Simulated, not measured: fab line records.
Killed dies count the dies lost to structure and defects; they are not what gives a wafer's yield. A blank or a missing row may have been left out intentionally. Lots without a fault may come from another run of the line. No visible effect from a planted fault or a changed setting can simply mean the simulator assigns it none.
fab line records | flow rit-cmos
record lots=6 wafers=18 last-day=7
route steps=202 shown PRETRO@69 GATE@75 FOX2@80 M1@202
lots that met no fault: from a run of the same line without faults
start-h: hours from the record's first day to the start of the lot's first wafer shown | wait-h: hours elapsed since this lot's preceding step | " as in the row above | L1.1+2: a single row standing in for several wafers | - no value, or no start given | * or withheld: withheld | < > ~ a bound
route shown NAME@n: NAME is a module with steps in the file, n the number in the route of the first one | usual: mean/standard deviation taken from wafers without a fault | same: alike in all rows | chamber/n: place in a boat | sites: each site's reading | _std_site: their standard deviation | _edge_site: the outer-site mean with the inner-site mean subtracted | radius-mm: how far each site lies from the wafer's centre | mask NAME#n: copy n | behind: the last tool/chamber to shape the wafer | hold: reason for holding the lot/hours on hold/outcome of the hold | device: the transistor (n, p or np) that didn't switch | end of line: tests of these same wafers at the route's end | a step given without rows: its recipe and nothing more | killed: dies that structure and defects cost at the first sort, which is not the same as the wafer's yield | map: shows each die of a wafer: x if killed, . if not, _ if none is there
set.NAME: the setting as run; set.NAME@STEP: as run at that earlier step | model.NAME: the simulator's own value behind a step, which no gauge read
lots at some steps of the route; a table a step, a row a wafer
services: a tool's chamber out of use, with start hour (start-h, from the record's first day; less than 0 if before it), hours out, and reason
## steps
# step RIT_PRETRO_DEVELOP_05
# recipe resist=NOVOLAK develop-time-s=68 dev-temp-c=23
# step RIT_PRETRO_OVL_MEAS_06
# usual PRETRO_OVL=-1.2/1.5
# columns lot.wafer tool chamber start-h wait-h PRETRO_OVL[nm]
L115.3 overlay-01 - 31.86 - 0.2
L115.4 " - " " 0.3
L115.5 " - " " -0.2
L120.1 overlay-01 - 57.66 - -3.4
L120.3 " - " " -3.8
L120.6 " - " " -2.9
L128.2 overlay-02 - 95.74 - 0.3
L128.3 " - " " 0.0
L128.4 " - " " -0.7
L130.2 overlay-02 - 108.10 - -1.7
L130.3 " - " " -0.1
L130.6 " - " " 0.2
L135.3 overlay-01 - 130.61 - -0.2
L135.4 " - " " -0.3
L135.5 " - " " -2.9
L138.3 overlay-01 - 146.72 - -4.6
L138.5 " - " " -2.8
L138.6 " - " " -4.5
# step RIT_PRETRO_HARDBAKE_07
# recipe resist=NOVOLAK temp-c=140 time-s=120
# step RIT_PRETRO_IMPLANT_08
# recipe species=B energy-kev=45.71 dose-cm2=1.2e+13 tilt-deg=7
# step RIT_PRETRO_STRIP_09
# recipe chemistry=O2 time-s=180 resist=NOVOLAK platen-temp-c=withheld power-w=500 pressure-mtorr=4000 o2-flow-sccm=4000
# usual drypump-motor-current-A=5.8/0.6
# columns lot.wafer tool chamber start-h wait-h drypump-motor-current-A rf-hours-counter-h
L115.3 plasma-asher-01 0 32.34 0.1 5.3 -
L115.4 " 1 " " 4.8 -
L115.5 " 0 " " 5.4 -
L120.1 plasma-asher-01 1 58.09 0.1 4.8 43
L120.3 " 0 " " 5.4 -
L120.6 " 1 " " 4.8 -
L128.2 plasma-asher-03 1 96.17 0.1 4.9 47
L128.3 " 1 " " 4.9 -
L128.4 " 0 " " 5.7 -
L130.2 plasma-asher-02 0 108.56 0.1 6.0 31
L130.3 " 1 " " 6.5 -
L130.6 " 0 " " 6.0 -
L135.3 plasma-asher-02 0 131.19 0.1 6.0 -
L135.4 " 1 " " 6.5 -
L135.5 " 1 " " 6.5 -
L138.3 plasma-asher-02 0 147.20 0.1 6.0 -
L138.5 " 1 " " 6.5 -
L138.6 " 0 " " 6.0 -
# step RIT_PRETRO_TW_MEAS_10
# usual PRETRO_TW=474.2/2.9
# columns lot.wafer tool chamber start-h wait-h PRETRO_TW
L115.3 film-metro-04 - 32.48 0.1 476.6
L115.4 " - " " 475.2
L115.5 " - " " 475.8
L120.1 film-metro-01 - 58.27 0.1 473.3
L120.3 " - " " 475.1
L120.6 " - " " 474.2
L128.2 film-metro-04 - 96.35 0.1 475.3
L128.3 " - " " 475.0
L128.4 " - " " 474.1
L130.2 film-metro-03 - 108.75 0.1 472.8
L130.3 " - " " 472.9
L130.6 " - " " 474.2
L135.3 film-metro-04 - 131.33 0.1 475.9
L135.4 " - " " 475.2
L135.5 " - " " 477.4
L138.3 film-metro-03 - 147.34 0.1 472.5
L138.5 " - " " 470.1
L138.6 " - " " 472.1
# step RIT_GATE_WET_ETCH_00
# recipe chemistry=BOE target=SiO2 target-depth-nm=56 time-s=60 dry=n2-spin dilution=10:1 temp-c=21.5
# step RIT_GATE_CLEAN_01
# recipe chemistry=SC1 mix=3:3:50 time-s=600 temp-c=75
# step RIT_GATE_CLEAN_02
# recipe chemistry=dHF dilution=50:1 time-s=30
# step RIT_GATE_CLEAN_03
# recipe chemistry=SC2 mix=3:3:50 time-s=600 temp-c=75 dry=n2-spin
# step RIT_GATE_CLEAN_04
# recipe chemistry=dHF dilution=50:1 time-s=60 dry=n2-spin
# step RIT_FOX2_THK_MEAS_91
# recipe reads=SiO2_of_FOX2_OXIDATION_00
# usual FIELD_OXIDE_LEFT_2_THK=253/5.7
# columns lot.wafer tool chamber start-h wait-h FIELD_OXIDE_LEFT_2_THK[nm]
L115.3 film-metro-02 - 32.96 0.0 259
L115.4 " - " " 259
L115.5 " - " " 258
L120.1 film-metro-04 - 58.74 0.0 260
L120.3 " - " " 259
L120.6 " - " " 260
L128.2 film-metro-03 - 96.83 0.0 258
L128.3 " - " " 250
L128.4 " - " " 258
L130.2 film-metro-04 - 109.23 0.0 247
L130.3 " - " " 249
L130.6 " - " " 245
L135.3 film-metro-03 - 131.87 0.0 256
L135.4 " - " " 252
L135.5 " - " " 253
L138.3 film-metro-04 - 147.82 0.0 262
L138.5 " - " " 266
L138.6 " - " " 256
# step RIT_GATE_OXIDATION_05
# recipe temp-c=900 ambient=O2 target-thk-a=30 ox-time-s=270
# usual spike-tc-centre-C=903.2/1.6 spike-tc-load-C=923/3.1 spike-tc-source-C=921.9/2.5
# same ox-time-s=270
# columns lot.wafer tool chamber start-h wait-h spike-tc-centre-C spike-tc-load-C spike-tc-source-C model.SiO2_of_GATE_OXIDATION_05.thk-nm
L115.3 furnace-03 0 33.00 0.0 902.5 923 920.9 2.948
L115.4 " 0 " " 902.3 925 920.8 3.005
L115.5 " 0 " " 903.1 922 920.7 3.022
L120.1 furnace-01 0 58.88 0.1 903.2 920 925.3 2.976
L120.3 " 0 " " 901.3 919 926.1 2.984
L120.6 " 0 " " 902.5 919 924.5 2.981
L128.2 furnace-03 0 96.88 0.0 886.8 907 905.0 2.461
L128.3 " 0 " " 887.4 907 904.1 2.531
L128.4 " 0 " " 887.5 907 903.9 2.469
L130.2 furnace-03 0 109.28 0.0 887.0 906 907.0 2.392
L130.3 " 0 " " 887.8 908 903.7 2.37
L130.6 " 0 " " 888.3 909 903.8 2.404
L135.3 furnace-04 0 132.05 0.2 906.9 929 920.5 2.931
L135.4 " 0 " " 905.2 928 921.7 2.889
L135.5 " 0 " " 905.5 927 920.9 2.904
L138.3 furnace-01 0 147.86 0.0 901.6 920 923.8 3.144
L138.5 " 0 " " 902.0 919 926.7 3.14
L138.6 " 0 " " 902.9 920 925.5 3.08
# step RIT_GATE_ANNEAL_06
# recipe temp-c=900 time-s=600 ambient=N2O
# step RIT_GATE_THK_MEAS_07
# recipe reads=SiO2_of_GATE_OXIDATION_05
# usual GATE_OXIDE_THK=3.00/0.061
# columns lot.wafer tool chamber start-h wait-h GATE_OXIDE_THK[nm]
L115.3 film-metro-02 - 34.35 0.0 2.97
L115.4 " - " " 2.98
L115.5 " - " " 3.06
L120.1 film-metro-02 - 60.20 0.0 2.98
L120.3 " - " " 3.01
L120.6 " - " " 3.02
L128.2 film-metro-02 - 98.21 0.0 2.46
L128.3 " - " " 2.53
L128.4 " - " " 2.45
L130.2 film-metro-02 - 111.61 0.0 2.40
L130.3 " - " " 2.31
L130.6 " - " " 2.36
L135.3 film-metro-04 - 133.40 0.0 2.95
L135.4 " - " " 2.87
L135.5 " - " " 2.93
L138.3 film-metro-02 - 149.20 0.0 3.14
L138.5 " - " " 3.15
L138.6 " - " " 3.02
# step RIT_GATE_CVD_08
# recipe material=poly-Si target-thk-nm=250 temp-c=610 precursor=SiH4 time-s=2220 pressure-mtorr=300 sih4-flow-sccm=100
# step RIT_M1_PROBE_99
# usual killed-at-contacts=0.1/0.27 killed-at-front-end=7/3 killed-dies=7.0/3 killed-open=3.5/2.1 killed-short=3.4/1.9
# same gross-dies=264 killed_at_M0_to_M3=0 killed_at_M4_up=0 killed-at-back-side=0 killed-at-other=0
# columns lot.wafer tool chamber start-h wait-h killed-at-contacts killed-at-front-end killed-dies killed-open killed-short model.etest.pmos_0p3.r-on-ohm-um model.etest.pmos-turned.r-on-ohm-um model.etest.pmos_0p15.r-on-ohm-um model.etest.nmos_0p3.r-on-ohm-um model.etest.nmos_0p15.drive-ua-um model.etest.nmos_0p15.r-on-ohm-um model.etest.nmos-narrow.drive-ua-um model.etest.nmos_0p3.drive-ua-um
L115.3 prober-02 - 62.64 0.2 1 7 8 2 6 6164 3432 2796 2110 470 1116 235 232.1
L115.4 prober-02 - 62.69 0.2 0 9 9 5 4 6213 3350 2737 2120 471.9 1095 226.3 225.8
L115.5 prober-02 - 62.74 0.2 0 6 6 5 1 6262 3431 2784 2151 470.6 1124 222.1 225.6
L120.1 prober-02 - 84.02 0.1 0 11 11 6 4 6316 3456 2786 2117 477.4 1116 230.1 230.9
L120.3 prober-02 - 84.12 0.2 0 9 9 7 2 6238 3352 2707 2107 485.7 1077 233.1 231.4
L120.6 prober-02 - 84.27 0.2 0 5 5 1 4 6269 3435 2772 2142 470.1 1127 228.6 229.1
L128.2 prober-02 - 123.78 0.1 0 8 8 6 2 5241 2982 2419 1912 541.8 1074 282.6 284.9
L128.3 prober-02 - 123.83 0.2 0 7 7 3 4 5312 2918 2373 1939 546.7 1050 278.6 278
L128.4 prober-02 - 123.88 0.2 0 7 7 6 1 5318 2986 2444 1926 541.3 1073 285.7 284.2
L130.2 prober-02 - 136.72 0.1 0 11 11 3 8 - - - - - - - -
L130.3 prober-02 - 136.77 0.2 0 12 12 10 1 - - - - - - - -
L130.6 prober-02 - 136.92 0.2 0 11 11 7 3 - - - - - - - -
L135.3 prober-01 - 157.70 0.2 0 8 8 5 3 6164 3375 2674 2080 500 1070 239.6 235.8
L135.4 prober-01 - 157.75 0.2 0 7 7 5 2 6245 3338 2686 2086 504.6 1073 241.1 240.4
L135.5 prober-01 - 157.80 0.2 0 3 3 2 1 6109 3358 2676 2100 500.6 1089 244.9 240.6
L138.3 prober-02 - 171.87 0.2 0 9 9 4 5 6600 3476 2856 2210 446.9 1163 213.7 216.7
L138.5 prober-02 - 171.97 0.2 0 1 1 0 1 6477 3418 2755 2203 453.1 1139 214.1 216.7
L138.6 prober-02 - 172.02 0.2 0 3 3 1 2 6413 3496 2811 2165 459 1144 219.8 221.6
# killed by level:class
L115.3 FOX1:geometric-particle:short=3 FOX1:geometric-particle:open=2 REOX:geometric-particle:short=1 SPACER:geometric-particle:short=1 CONTACT:geometric-particle:short=1
L115.4 REOX:geometric-particle:open=2 FOX1:geometric-particle:short=1 GATE:geometric-particle:open=1 GATE:geometric-particle:short=1 SPACER:geometric-particle:open=1 SPACER:geometric-particle:short=1 SILICIDE:geometric-particle:short=1 SILICIDE:geometric-particle:open=1
L115.5 REOX:geometric-particle:open=2 SPACER:geometric-particle:open=2 FOX2:geometric-particle:open=1 GATE:geometric-particle:short=1
L120.1 GATE:geometric-particle:open=4 SPACER:geometric-particle:short=2 SILICIDE:geometric-particle:open=2 GATE:geometric-particle:short=1 REOX:geometric-particle:short=1 PRETRO:coat-microbubble-printed=1
L120.3 SPACER:geometric-particle:open=4 REOX:geometric-particle:open=2 FOX2:geometric-particle:short=1 SILICIDE:geometric-particle:short=1 SILICIDE:geometric-particle:open=1
L120.6 SPACER:geometric-particle:short=2 FOX2:geometric-particle:open=1 GATE:geometric-particle:short=1 REOX:geometric-particle:short=1
L128.2 GATE:geometric-particle:open=2 FOX1:geometric-particle:short=1 FOX2:geometric-particle:open=1 GATE:geometric-particle:short=1 REOX:geometric-particle:open=1 SPACER:geometric-particle:open=1 SILICIDE:geometric-particle:open=1
L128.3 SILICIDE:geometric-particle:short=2 FOX1:geometric-particle:short=1 REOX:geometric-particle:open=1 SPACER:geometric-particle:open=1 SPACER:geometric-particle:short=1 SILICIDE:geometric-particle:open=1
L128.4 SILICIDE:geometric-particle:open=2 FOX1:geometric-particle:open=1 FOX2:geometric-particle:open=1 GATE:geometric-particle:open=1 SPACER:geometric-particle:open=1 SPACER:geometric-particle:short=1
L130.2 SPACER:geometric-particle:short=3 GATE:geometric-particle:short=2 FOX1:geometric-particle:open=1 FOX1:geometric-particle:short=1 FOX2:geometric-particle:open=1 GATE:geometric-particle:open=1 REOX:geometric-particle:short=1 SILICIDE:geometric-particle:short=1
L130.3 GATE:geometric-particle:open=4 FOX1:geometric-particle:open=2 FOX2:geometric-particle:open=2 FOX1:geometric-particle:short=1 SPACER:geometric-particle:open=1 SILICIDE:geometric-particle:open=1 NWELL:coat-microbubble-printed=1
L130.6 GATE:geometric-particle:open=5 FOX1:geometric-particle:short=2 GATE:geometric-particle:short=1 REOX:geometric-particle:open=1 SPACER:geometric-particle:open=1 NWELL:coat-microbubble-printed=1
L135.3 GATE:geometric-particle:short=2 GATE:geometric-particle:open=2 FOX1:geometric-particle:open=1 SPACER:geometric-particle:short=1 SPACER:geometric-particle:open=1 SILICIDE:geometric-particle:open=1
L135.4 GATE:geometric-particle:open=3 FOX2:geometric-particle:open=1 GATE:geometric-particle:short=1 SPACER:geometric-particle:short=1 SILICIDE:geometric-particle:open=1
L135.5 GATE:geometric-particle:open=1 GATE:geometric-particle:short=1 SILICIDE:geometric-particle:open=1
L138.3 GATE:geometric-particle:short=5 FOX1:geometric-particle:open=1 GATE:geometric-particle:open=1 REOX:geometric-particle:open=1 SPACER:geometric-particle:open=1
L138.5 GATE:geometric-particle:short=1
L138.6 GATE:geometric-particle:short=2 SPACER:geometric-particle:open=1
## services
# columns tool chamber start-h hours kind
plasma-asher-03 - 12.93 5.3 repair
furnace-01 - 14.34 3.0 pm
plasma-asher-02 - 31.32 2.8 pm
plasma-asher-03 - 63.43 0.4 repair
plasma-asher-01 - 108.87 9.0 pm
plasma-asher-01 0 108.87 9.0 vent-cycle
plasma-asher-01 1 108.87 9.0 vent-cycle
plasma-asher-01 - 117.87 2.8 pm
plasma-asher-01 0 117.87 - clean
plasma-asher-01 1 117.87 - clean
plasma-asher-01 - 120.62 14.6 pm
## key
first-sign step=RIT_GATE_OXIDATION_05 reading=spike-tc-centre-C direction=down sigmas=9.6 usual=903.2 struck=887.5
effect step=RIT_GATE_OXIDATION_05 reading=spike-tc-source-C direction=down sigmas=6.8 usual=921.9 struck=904.6
effect step=RIT_GATE_THK_MEAS_07 reading=GATE_OXIDE_THK direction=down sigmas=9.6 usual=3.00 struck=2.42
model-effect step=RIT_GATE_OXIDATION_05 value=SiO2_of_GATE_OXIDATION_05.thk-nm without=2.987 struck=2.438
model-effect step=RIT_M1_PROBE_99 value=etest.pmos_0p3.r-on-ohm-um without=6184 struck=5290
met-at RIT_GATE_OXIDATION_05
struck-wafers L128.2,L128.3,L128.4,L130.2,L130.3,L130.6
tester-left-out L128,L130
onset-between 33.00 96.88
fault kind=process-parameter-drift tool=furnace-03 chamber=- onset-h=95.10 steps=RIT_GATE_OXIDATION_05 channel=temp-c offset=* shape=step end-h=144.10 acts-in=* stated=*
# tester-left-out: of these lots the tester's yield and bins aren't shown, on N5 and GAA mostly nor the transistor test; their killed dies are dies lost to structure and defects alone, not to doping, threshold or leakage, so they don't give the yield
